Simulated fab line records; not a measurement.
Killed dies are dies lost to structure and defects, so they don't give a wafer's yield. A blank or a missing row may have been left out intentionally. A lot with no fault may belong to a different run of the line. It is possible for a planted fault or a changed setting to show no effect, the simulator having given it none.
fab line records || flow berkeleyCmos170 || part 2 of 2: steps 36 to 48 of 48
record {"lots": 5, "wafers": 15, "lastDay": 11}
route steps=331 shown PFIELD@80 FIELD@89 SACOX@97 SCREENOX@100 NVT@104 PVT@115 GATE@125
lots untouched by any fault: they come from a run of this same line in which no faults occurred
startH: hours from the record's first day to the start of the lot's first wafer shown || waitH: time in hours since the lot's previous step || " unchanged from the row above || L1.1+2: a row that stands for several wafers || - value missing, or start not given || * or withheld: withheld || < > ~ a bound
route shown NAME@n: names a module that has steps shown in the file, with the first one's number in the route || usual: average and standard deviation across the fault-free wafers || same: alike in all rows || chamber/n: place in a boat || sites: readings site by site || _std_site: how widely they spread, as a standard deviation || _edge_site: inner sites' mean taken away from outer sites' mean || radiusMm: how far each site lies from the wafer's centre || mask NAME#n: copy n || behind: the last tool/chamber to shape the wafer || hold: reason for holding the lot/hours on hold/outcome of the hold || device: the transistor (n, p or np) that didn't switch || end of line: the route-end tests of the same wafers || a step with no rows: only its recipe || killed: the dies lost at the first sort to structure and to defects; this is not the yield of the wafer || map: a wafer's dies, x killed, . not, _ none there
set.NAME: the run value of the setting; set.NAME@STEP: its run value at that earlier step || model.NAME: the simulator's own value behind a step, which no gauge read
lots at selected steps of the route; one table per step, one row per wafer
services: from which hour (startH, from the record's first day; less than 0 if before it) a tool's chamber was out of use, for how many hours, and why
## steps
# step UCB170_PVT_HMDS_00
# recipe {"primeTimeS": 60, "primeTempC": 100}
{"lot.wafer": "L078.3+5+6", "tool": "lithoTrack-03", "chamber": 0, "startH": 123.44, "waitH": 0.3}
{"lot.wafer": "L082.1+2+3", "tool": "lithoTrack-04", "chamber": 0, "startH": 154.81, "waitH": 0.0}
{"lot.wafer": "L084.2+4+5", "tool": "lithoTrack-03", "chamber": 0, "startH": 154.83, "waitH": 0.0}
{"lot.wafer": "L083.2+5+6", "tool": "lithoTrack-03", "chamber": 0, "startH": 155.28, "waitH": 0.5}
{"lot.wafer": "L094.1+3+6", "tool": "lithoTrack-03", "chamber": 0, "startH": 201.43, "waitH": 0.8}
# step UCB170_PVT_COAT_01
# recipe {"resist": "KrF", "spinRpm": 1500, "resistThkNm": 900}
{"lot.wafer": "L078.3+5+6", "tool": "lithoTrack-03", "chamber": 0, "startH": 123.59, "waitH": 0.1}
{"lot.wafer": "L082.1+2+3", "tool": "lithoTrack-04", "chamber": 0, "startH": 154.96, "waitH": 0.1}
{"lot.wafer": "L084.2+4+5", "tool": "lithoTrack-03", "chamber": 0, "startH": 154.98, "waitH": 0.1}
{"lot.wafer": "L083.2+5+6", "tool": "lithoTrack-03", "chamber": 0, "startH": 155.43, "waitH": 0.1}
{"lot.wafer": "L094.1+3+6", "tool": "lithoTrack-03", "chamber": 0, "startH": 201.58, "waitH": 0.1}
# step UCB170_PVT_SOFTBAKE_02
# recipe {"resist": "KrF", "tempC": 130, "timeS": 60}
# same {"timeS": 60}
{"lot.wafer": "L078.3+5+6", "tool": "lithoTrack-03", "chamber": 0, "startH": 123.74, "waitH": 0.1}
{"lot.wafer": "L082.1+2+3", "tool": "lithoTrack-04", "chamber": 0, "startH": 155.11, "waitH": 0.1}
{"lot.wafer": "L084.2+4+5", "tool": "lithoTrack-03", "chamber": 0, "startH": 155.13, "waitH": 0.1}
{"lot.wafer": "L083.2+5+6", "tool": "lithoTrack-03", "chamber": 0, "startH": 155.58, "waitH": 0.1}
{"lot.wafer": "L094.1+3+6", "tool": "lithoTrack-03", "chamber": 0, "startH": 201.73, "waitH": 0.1}
# step UCB170_PVT_EXPOSE_03
# recipe {"maskId": "NWELL", "targetCdNm": 3000, "na": 0.5, "sigmaOuter": 0.6, "sourceShape": "conventional", "doseMj": 30}
# usual {"focusOffsetNm": "0.0/0.55"}
# same {"sigmaOuter": 0.6}
{"lot.wafer": "L078.3", "tool": "krfScanner-01", "chamber": 0, "startH": "-", "waitH": "-", "mask": "NWELL#0", "focusOffsetNm": 0.1}
{"lot.wafer": "L078.5", "tool": "krfScanner-01", "chamber": 0, "startH": "-", "waitH": "-", "mask": "NWELL#0", "focusOffsetNm": -0.2}
{"lot.wafer": "L078.6", "tool": "krfScanner-01", "chamber": 0, "startH": "-", "waitH": "-", "mask": "NWELL#0", "focusOffsetNm": 0.0}
{"lot.wafer": "L084.2", "tool": "krfScanner-01", "chamber": 0, "startH": 155.28, "waitH": 0.1, "mask": "NWELL#0", "focusOffsetNm": 0.1}
{"lot.wafer": "L084.4", "tool": "krfScanner-01", "chamber": 0, "startH": 155.28, "waitH": 0.1, "mask": "NWELL#0", "focusOffsetNm": 0.3}
{"lot.wafer": "L084.5", "tool": "krfScanner-01", "chamber": 0, "startH": 155.28, "waitH": 0.1, "mask": "NWELL#0", "focusOffsetNm": 0.7}
{"lot.wafer": "L082.1", "tool": "krfScanner-02", "chamber": 0, "startH": 155.62, "waitH": 0.5, "mask": "NWELL#0", "focusOffsetNm": -0.4}
{"lot.wafer": "L082.2", "tool": "krfScanner-02", "chamber": 0, "startH": 155.62, "waitH": 0.5, "mask": "NWELL#0", "focusOffsetNm": -0.3}
{"lot.wafer": "L082.3", "tool": "krfScanner-02", "chamber": 0, "startH": 155.62, "waitH": 0.5, "mask": "NWELL#0", "focusOffsetNm": -0.5}
{"lot.wafer": "L083.2", "tool": "krfScanner-01", "chamber": 0, "startH": 155.88, "waitH": 0.3, "mask": "NWELL#0", "focusOffsetNm": -0.2}
{"lot.wafer": "L083.5", "tool": "krfScanner-01", "chamber": 0, "startH": 155.88, "waitH": 0.3, "mask": "NWELL#0", "focusOffsetNm": -0.1}
{"lot.wafer": "L083.6", "tool": "krfScanner-01", "chamber": 0, "startH": 155.88, "waitH": 0.3, "mask": "NWELL#0", "focusOffsetNm": 0.2}
{"lot.wafer": "L094.1", "tool": "krfScanner-02", "chamber": 0, "startH": 202.04, "waitH": 0.3, "mask": "NWELL#0", "focusOffsetNm": -0.5}
{"lot.wafer": "L094.3", "tool": "krfScanner-02", "chamber": 0, "startH": 202.04, "waitH": 0.3, "mask": "NWELL#0", "focusOffsetNm": -0.4}
{"lot.wafer": "L094.6", "tool": "krfScanner-02", "chamber": 0, "startH": 202.04, "waitH": 0.3, "mask": "NWELL#0", "focusOffsetNm": -0.7}
# step UCB170_PVT_PEB_04
# recipe {"pebTempC": 130, "pebTimeS": "withheld", "resist": "KrF"}
{"lot.wafer": "L078.3+5+6", "tool": "lithoTrack-04", "chamber": 0, "startH": "-", "waitH": "-"}
{"lot.wafer": "L084.2+4+5", "tool": "lithoTrack-03", "chamber": 0, "startH": 155.73, "waitH": 0.4}
{"lot.wafer": "L082.1+2+3", "tool": "lithoTrack-03", "chamber": 0, "startH": 155.98, "waitH": 0.3}
{"lot.wafer": "L083.2+5+6", "tool": "lithoTrack-01", "chamber": 0, "startH": 156.46, "waitH": 0.6}
{"lot.wafer": "L094.1+3+6", "tool": "lithoTrack-01", "chamber": 0, "startH": 202.53, "waitH": 0.5}
# step UCB170_PVT_DEVELOP_05
# recipe {"developer": "TMAH", "developTimeS": 45, "resist": "KrF", "devTempC": 21}
{"lot.wafer": "L078.3+5+6", "tool": "lithoTrack-04", "chamber": 0, "startH": "-", "waitH": "-"}
{"lot.wafer": "L084.2+4+5", "tool": "lithoTrack-03", "chamber": 0, "startH": "-", "waitH": "-"}
{"lot.wafer": "L082.1+2+3", "tool": "lithoTrack-03", "chamber": 0, "startH": "-", "waitH": "-"}
{"lot.wafer": "L083.2+5+6", "tool": "lithoTrack-01", "chamber": 0, "startH": "-", "waitH": "-"}
{"lot.wafer": "L094.1+3+6", "tool": "lithoTrack-01", "chamber": 0, "startH": "-", "waitH": "-"}
# step UCB170_PVT_OVL_MEAS_06
# usual {"PVT_OVL": "-1/5.1"}
{"lot.wafer": "L078.3", "tool": "overlay-02", "chamber": "-", "startH": 125.64, "waitH": "-", "PVT_OVL[nm]": -12}
{"lot.wafer": "L078.5", "tool": "overlay-02", "chamber": "-", "startH": 125.64, "waitH": "-", "PVT_OVL[nm]": -14}
{"lot.wafer": "L078.6", "tool": "overlay-02", "chamber": "-", "startH": 125.64, "waitH": "-", "PVT_OVL[nm]": -2}
{"lot.wafer": "L084.2", "tool": "overlay-01", "chamber": "-", "startH": 155.99, "waitH": "-", "PVT_OVL[nm]": 2}
{"lot.wafer": "L084.4", "tool": "overlay-01", "chamber": "-", "startH": 155.99, "waitH": "-", "PVT_OVL[nm]": 0}
{"lot.wafer": "L084.5", "tool": "overlay-01", "chamber": "-", "startH": 155.99, "waitH": "-", "PVT_OVL[nm]": -1}
{"lot.wafer": "L082.1", "tool": "overlay-02", "chamber": "-", "startH": 156.26, "waitH": "-", "PVT_OVL[nm]": -3}
{"lot.wafer": "L082.2", "tool": "overlay-02", "chamber": "-", "startH": 156.26, "waitH": "-", "PVT_OVL[nm]": 1}
{"lot.wafer": "L082.3", "tool": "overlay-02", "chamber": "-", "startH": 156.26, "waitH": "-", "PVT_OVL[nm]": 3}
{"lot.wafer": "L083.2", "tool": "overlay-02", "chamber": "-", "startH": 156.71, "waitH": "-", "PVT_OVL[nm]": -2}
{"lot.wafer": "L083.5", "tool": "overlay-02", "chamber": "-", "startH": 156.71, "waitH": "-", "PVT_OVL[nm]": 0}
{"lot.wafer": "L083.6", "tool": "overlay-02", "chamber": "-", "startH": 156.71, "waitH": "-", "PVT_OVL[nm]": 0}
{"lot.wafer": "L094.1", "tool": "overlay-01", "chamber": "-", "startH": 202.80, "waitH": "-", "PVT_OVL[nm]": 1}
{"lot.wafer": "L094.3", "tool": "overlay-01", "chamber": "-", "startH": 202.80, "waitH": "-", "PVT_OVL[nm]": 3}
{"lot.wafer": "L094.6", "tool": "overlay-01", "chamber": "-", "startH": 202.80, "waitH": "-", "PVT_OVL[nm]": -2}
# step UCB170_PVT_IMPLANT_07
# recipe {"species": "P", "doseCm2": 2e+12, "energyKev": 30, "tiltDeg": 7}
# usual {"beamOnS": "9.97/0.21"}
{"lot.wafer": "L078.3", "tool": "implanter-02", "chamber": 0, "startH": 125.71, "waitH": 0.1, "beamOnS": 10.31}
{"lot.wafer": "L078.5", "tool": "implanter-02", "chamber": 0, "startH": 125.71, "waitH": 0.1, "beamOnS": 10.11}
{"lot.wafer": "L078.6", "tool": "implanter-02", "chamber": 0, "startH": 125.71, "waitH": 0.1, "beamOnS": 9.96}
{"lot.wafer": "L084.2", "tool": "implanter-02", "chamber": 0, "startH": 156.04, "waitH": 0.0, "beamOnS": 10.15}
{"lot.wafer": "L084.4", "tool": "implanter-02", "chamber": 0, "startH": 156.04, "waitH": 0.0, "beamOnS": 9.97}
{"lot.wafer": "L084.5", "tool": "implanter-02", "chamber": 0, "startH": 156.04, "waitH": 0.0, "beamOnS": 10.01}
{"lot.wafer": "L082.1", "tool": "implanter-04", "chamber": 0, "startH": 156.29, "waitH": 0.0, "beamOnS": 9.75}
{"lot.wafer": "L082.2", "tool": "implanter-04", "chamber": 0, "startH": 156.29, "waitH": 0.0, "beamOnS": 9.86}
{"lot.wafer": "L082.3", "tool": "implanter-04", "chamber": 0, "startH": 156.29, "waitH": 0.0, "beamOnS": 9.95}
{"lot.wafer": "L083.2", "tool": "implanter-02", "chamber": 0, "startH": 156.77, "waitH": 0.0, "beamOnS": 9.82}
{"lot.wafer": "L083.5", "tool": "implanter-02", "chamber": 0, "startH": 156.77, "waitH": 0.0, "beamOnS": 9.87}
{"lot.wafer": "L083.6", "tool": "implanter-02", "chamber": 0, "startH": 156.77, "waitH": 0.0, "beamOnS": 9.88}
{"lot.wafer": "L094.1", "tool": "implanter-03", "chamber": 0, "startH": 202.84, "waitH": 0.0, "beamOnS": 9.71}
{"lot.wafer": "L094.3", "tool": "implanter-03", "chamber": 0, "startH": 202.84, "waitH": 0.0, "beamOnS": 10.02}
{"lot.wafer": "L094.6", "tool": "implanter-03", "chamber": 0, "startH": 202.84, "waitH": 0.0, "beamOnS": 9.89}
# step UCB170_PVT_STRIP_08
# recipe {"chemistry": "O2", "powerW": 400, "pressureMtorr": 3500, "platenTempC": "withheld", "o2FlowSccm": 400, "overashFraction": 0.5}
# usual {"drypumpMotorCurrentA": "5.8/0.44", "oesProductAu": "0.734/0.0049", "stripTimeToEndpointS": "21.63/0.055"}
{"lot.wafer": "L078.3", "tool": "plasmaAsher-02", "chamber": 0, "startH": 125.84, "waitH": 0.1, "drypumpMotorCurrentA": 5.1, "oesProductAu": 0.737, "rfHoursCounterH": "-", "stripTimeToEndpointS": 21.75}
{"lot.wafer": "L078.5", "tool": "plasmaAsher-02", "chamber": 1, "startH": 125.84, "waitH": 0.1, "drypumpMotorCurrentA": 5.9, "oesProductAu": 0.733, "rfHoursCounterH": "-", "stripTimeToEndpointS": 21.71}
{"lot.wafer": "L078.6", "tool": "plasmaAsher-02", "chamber": 0, "startH": 125.84, "waitH": 0.1, "drypumpMotorCurrentA": 5.1, "oesProductAu": 0.733, "rfHoursCounterH": "-", "stripTimeToEndpointS": 21.66}
{"lot.wafer": "L084.2", "tool": "plasmaAsher-02", "chamber": 0, "startH": 156.17, "waitH": 0.1, "drypumpMotorCurrentA": 5.1, "oesProductAu": 0.736, "rfHoursCounterH": 44, "stripTimeToEndpointS": 21.68}
{"lot.wafer": "L084.4", "tool": "plasmaAsher-02", "chamber": 1, "startH": 156.17, "waitH": 0.1, "drypumpMotorCurrentA": 5.9, "oesProductAu": 0.732, "rfHoursCounterH": "-", "stripTimeToEndpointS": 21.68}
{"lot.wafer": "L084.5", "tool": "plasmaAsher-02", "chamber": 0, "startH": 156.17, "waitH": 0.1, "drypumpMotorCurrentA": 5.0, "oesProductAu": 0.736, "rfHoursCounterH": "-", "stripTimeToEndpointS": 21.70}
{"lot.wafer": "L082.1", "tool": "plasmaAsher-04", "chamber": 0, "startH": 156.44, "waitH": 0.1, "drypumpMotorCurrentA": 6.0, "oesProductAu": 0.742, "rfHoursCounterH": 47, "stripTimeToEndpointS": 21.61}
{"lot.wafer": "L082.2", "tool": "plasmaAsher-04", "chamber": 1, "startH": 156.44, "waitH": 0.1, "drypumpMotorCurrentA": 6.3, "oesProductAu": 0.738, "rfHoursCounterH": 47, "stripTimeToEndpointS": 21.64}
{"lot.wafer": "L082.3", "tool": "plasmaAsher-04", "chamber": 1, "startH": 156.44, "waitH": 0.1, "drypumpMotorCurrentA": 6.3, "oesProductAu": 0.733, "rfHoursCounterH": "-", "stripTimeToEndpointS": 21.66}
{"lot.wafer": "L083.2", "tool": "plasmaAsher-04", "chamber": 1, "startH": 156.89, "waitH": 0.1, "drypumpMotorCurrentA": 6.3, "oesProductAu": 0.730, "rfHoursCounterH": 47, "stripTimeToEndpointS": 21.70}
{"lot.wafer": "L083.5", "tool": "plasmaAsher-04", "chamber": 0, "startH": 156.89, "waitH": 0.1, "drypumpMotorCurrentA": 6.0, "oesProductAu": 0.731, "rfHoursCounterH": "-", "stripTimeToEndpointS": 21.70}
{"lot.wafer": "L083.6", "tool": "plasmaAsher-04", "chamber": 1, "startH": 156.89, "waitH": 0.1, "drypumpMotorCurrentA": 6.3, "oesProductAu": 0.739, "rfHoursCounterH": "-", "stripTimeToEndpointS": 21.70}
{"lot.wafer": "L094.1", "tool": "plasmaAsher-01", "chamber": 1, "startH": 202.99, "waitH": 0.1, "drypumpMotorCurrentA": 5.9, "oesProductAu": 0.735, "rfHoursCounterH": 43, "stripTimeToEndpointS": 21.60}
{"lot.wafer": "L094.3", "tool": "plasmaAsher-01", "chamber": 1, "startH": 202.99, "waitH": 0.1, "drypumpMotorCurrentA": 5.9, "oesProductAu": 0.732, "rfHoursCounterH": "-", "stripTimeToEndpointS": 21.63}
{"lot.wafer": "L094.6", "tool": "plasmaAsher-01", "chamber": 1, "startH": 202.99, "waitH": 0.1, "drypumpMotorCurrentA": 5.9, "oesProductAu": 0.730, "rfHoursCounterH": "-", "stripTimeToEndpointS": 21.61}
# step UCB170_PVT_TW_MEAS_09
# usual {"PVT_TW": "506/3.9"}
{"lot.wafer": "L078.3", "tool": "filmMetro-03", "chamber": "-", "startH": 125.93, "waitH": 0.1, "PVT_TW": 501}
{"lot.wafer": "L078.5", "tool": "filmMetro-03", "chamber": "-", "startH": 125.93, "waitH": 0.1, "PVT_TW": 505}
{"lot.wafer": "L078.6", "tool": "filmMetro-03", "chamber": "-", "startH": 125.93, "waitH": 0.1, "PVT_TW": 504}
{"lot.wafer": "L084.2", "tool": "filmMetro-03", "chamber": "-", "startH": 156.28, "waitH": 0.1, "PVT_TW": 503}
{"lot.wafer": "L084.4", "tool": "filmMetro-03", "chamber": "-", "startH": 156.28, "waitH": 0.1, "PVT_TW": 503}
{"lot.wafer": "L084.5", "tool": "filmMetro-03", "chamber": "-", "startH": 156.28, "waitH": 0.1, "PVT_TW": 504}
{"lot.wafer": "L082.1", "tool": "filmMetro-01", "chamber": "-", "startH": 156.54, "waitH": 0.1, "PVT_TW": 509}
{"lot.wafer": "L082.2", "tool": "filmMetro-01", "chamber": "-", "startH": 156.54, "waitH": 0.1, "PVT_TW": 511}
{"lot.wafer": "L082.3", "tool": "filmMetro-01", "chamber": "-", "startH": 156.54, "waitH": 0.1, "PVT_TW": 512}
{"lot.wafer": "L083.2", "tool": "filmMetro-01", "chamber": "-", "startH": 157.00, "waitH": 0.1, "PVT_TW": 512}
{"lot.wafer": "L083.5", "tool": "filmMetro-01", "chamber": "-", "startH": 157.00, "waitH": 0.1, "PVT_TW": 513}
{"lot.wafer": "L083.6", "tool": "filmMetro-01", "chamber": "-", "startH": 157.00, "waitH": 0.1, "PVT_TW": 511}
{"lot.wafer": "L094.1", "tool": "filmMetro-03", "chamber": "-", "startH": 203.09, "waitH": 0.1, "PVT_TW": 502}
{"lot.wafer": "L094.3", "tool": "filmMetro-03", "chamber": "-", "startH": 203.09, "waitH": 0.1, "PVT_TW": 500}
{"lot.wafer": "L094.6", "tool": "filmMetro-03", "chamber": "-", "startH": 203.09, "waitH": 0.1, "PVT_TW": 500}
# step UCB170_GATE_WET_ETCH_00
# recipe {"chemistry": "dHF", "dilution": "25:1", "target": "SiO2", "tempC": 25, "timeS": 200}
# same {"timeS": 200}
{"lot.wafer": "L078.3+5+6", "tool": "wetBench-04", "chamber": 1, "startH": 126.11, "waitH": 0.2}
{"lot.wafer": "L084.2+4+5", "tool": "wetBench-02", "chamber": 1, "startH": 156.33, "waitH": 0.0}
{"lot.wafer": "L082.1+2+3", "tool": "wetBench-04", "chamber": 0, "startH": 156.60, "waitH": 0.1}
{"lot.wafer": "L083.2+5+6", "tool": "wetBench-04", "chamber": 2, "startH": 157.05, "waitH": 0.0}
{"lot.wafer": "L094.1+3+6", "tool": "wetBench-02", "chamber": 0, "startH": 203.15, "waitH": 0.1}
# step UCB170_FIELD_THK_MEAS_91
# recipe {"reads": "SiO2_of_FIELD_OXIDATION_01"}
# usual {"FIELD_OXIDE_LEFT_2_THK": "357/9"}
{"lot.wafer": "L078.3", "tool": "filmMetro-01", "chamber": "-", "startH": 126.20, "waitH": 0.0, "FIELD_OXIDE_LEFT_2_THK[nm]": 366}
{"lot.wafer": "L078.5", "tool": "filmMetro-01", "chamber": "-", "startH": 126.20, "waitH": 0.0, "FIELD_OXIDE_LEFT_2_THK[nm]": 357}
{"lot.wafer": "L078.6", "tool": "filmMetro-01", "chamber": "-", "startH": 126.20, "waitH": 0.0, "FIELD_OXIDE_LEFT_2_THK[nm]": 364}
{"lot.wafer": "L084.2", "tool": "filmMetro-02", "chamber": "-", "startH": 156.40, "waitH": 0.0, "FIELD_OXIDE_LEFT_2_THK[nm]": 356}
{"lot.wafer": "L084.4", "tool": "filmMetro-02", "chamber": "-", "startH": 156.40, "waitH": 0.0, "FIELD_OXIDE_LEFT_2_THK[nm]": 355}
{"lot.wafer": "L084.5", "tool": "filmMetro-02", "chamber": "-", "startH": 156.40, "waitH": 0.0, "FIELD_OXIDE_LEFT_2_THK[nm]": 353}
{"lot.wafer": "L082.1", "tool": "filmMetro-02", "chamber": "-", "startH": 156.67, "waitH": 0.0, "FIELD_OXIDE_LEFT_2_THK[nm]": 345}
{"lot.wafer": "L082.2", "tool": "filmMetro-02", "chamber": "-", "startH": 156.67, "waitH": 0.0, "FIELD_OXIDE_LEFT_2_THK[nm]": 351}
{"lot.wafer": "L082.3", "tool": "filmMetro-02", "chamber": "-", "startH": 156.67, "waitH": 0.0, "FIELD_OXIDE_LEFT_2_THK[nm]": 338}
{"lot.wafer": "L083.2", "tool": "filmMetro-02", "chamber": "-", "startH": 157.13, "waitH": 0.0, "FIELD_OXIDE_LEFT_2_THK[nm]": 366}
{"lot.wafer": "L083.5", "tool": "filmMetro-02", "chamber": "-", "startH": 157.13, "waitH": 0.0, "FIELD_OXIDE_LEFT_2_THK[nm]": 357}
{"lot.wafer": "L083.6", "tool": "filmMetro-02", "chamber": "-", "startH": 157.13, "waitH": 0.0, "FIELD_OXIDE_LEFT_2_THK[nm]": 359}
{"lot.wafer": "L094.1", "tool": "filmMetro-01", "chamber": "-", "startH": 203.21, "waitH": 0.0, "FIELD_OXIDE_LEFT_2_THK[nm]": 361}
{"lot.wafer": "L094.3", "tool": "filmMetro-01", "chamber": "-", "startH": 203.21, "waitH": 0.0, "FIELD_OXIDE_LEFT_2_THK[nm]": 361}
{"lot.wafer": "L094.6", "tool": "filmMetro-01", "chamber": "-", "startH": 203.21, "waitH": 0.0, "FIELD_OXIDE_LEFT_2_THK[nm]": 362}
# step UCB170_GATE_OXIDATION_01
# recipe {"tempC": 850, "ambient": "O2", "targetThkA": 66, "oxTimeS": 1800}
{"lot.wafer": "L078.3+5+6", "tool": "furnace-03", "chamber": 0, "startH": 126.41, "waitH": 0.2}
{"lot.wafer": "L082.1+2+3", "tool": "furnace-04", "chamber": 0, "startH": 158.15, "waitH": 1.5}
{"lot.wafer": "L083.2+5+6", "tool": "furnace-04", "chamber": 0, "startH": 158.15, "waitH": 1.0}
{"lot.wafer": "L084.2+4+5", "tool": "furnace-04", "chamber": 0, "startH": 158.15, "waitH": 1.7}
{"lot.wafer": "L094.1+3+6", "tool": "furnace-04", "chamber": 0, "startH": 204.23, "waitH": 1.0}
## services
{"tool": "krfScanner-02", "chamber": "-", "startH": 83.97, "hours": 0.7, "kind": "repair"}
{"tool": "furnace-04", "chamber": "-", "startH": 88.70, "hours": 3.9, "kind": "pm"}
{"tool": "furnace-04", "chamber": "-", "startH": 92.59, "hours": 17.4, "kind": "pm"}
{"tool": "implanter-01", "chamber": "-", "startH": 96.75, "hours": 1.0, "kind": "repair"}
{"tool": "krfScanner-02", "chamber": "-", "startH": 97.16, "hours": 1.6, "kind": "repair"}
{"tool": "furnace-03", "chamber": "-", "startH": 107.23, "hours": 3.4, "kind": "pm"}
{"tool": "plasmaAsher-03", "chamber": "-", "startH": 108.75, "hours": 9.0, "kind": "pm"}
{"tool": "krfScanner-02", "chamber": "-", "startH": 118.85, "hours": 4.0, "kind": "pm"}
{"tool": "krfScanner-02", "chamber": "-", "startH": 124.90, "hours": 1.0, "kind": "repair"}
{"tool": "plasmaAsher-04", "chamber": "-", "startH": 125.32, "hours": 1.8, "kind": "repair"}
{"tool": "krfScanner-01", "chamber": "-", "startH": 132.84, "hours": 4.0, "kind": "pm"}
{"tool": "plasmaAsher-04", "chamber": "-", "startH": 135.16, "hours": 2.8, "kind": "pm"}
{"tool": "implanter-01", "chamber": "-", "startH": 138.34, "hours": 3.1, "kind": "pm"}
{"tool": "krfScanner-01", "chamber": "-", "startH": 144.27, "hours": 0.8, "kind": "pm"}
{"tool": "furnace-01", "chamber": "-", "startH": 145.19, "hours": 2.8, "kind": "pm"}
{"tool": "plasmaAsher-02", "chamber": "-", "startH": 145.97, "hours": 2.8, "kind": "pm"}
{"tool": "krfScanner-01", "chamber": "-", "startH": 155.98, "hours": 3.5, "kind": "repair"}
{"tool": "krfScanner-01", "chamber": "-", "startH": 166.39, "hours": 1.0, "kind": "pm"}
{"tool": "furnace-02", "chamber": "-", "startH": 179.35, "hours": 4.5, "kind": "pm"}
{"tool": "krfScanner-01", "chamber": "-", "startH": 181.32, "hours": 3.1, "kind": "repair"}
{"tool": "plasmaAsher-03", "chamber": "-", "startH": 191.66, "hours": 4.7, "kind": "repair"}
{"tool": "krfScanner-02", "chamber": "-", "startH": 195.27, "hours": 1.0, "kind": "pm"}
{"tool": "krfScanner-02", "chamber": "-", "startH": 198.70, "hours": 0.8, "kind": "pm"}
{"tool": "implanter-01", "chamber": "-", "startH": 203.99, "hours": 5.3, "kind": "pm"}
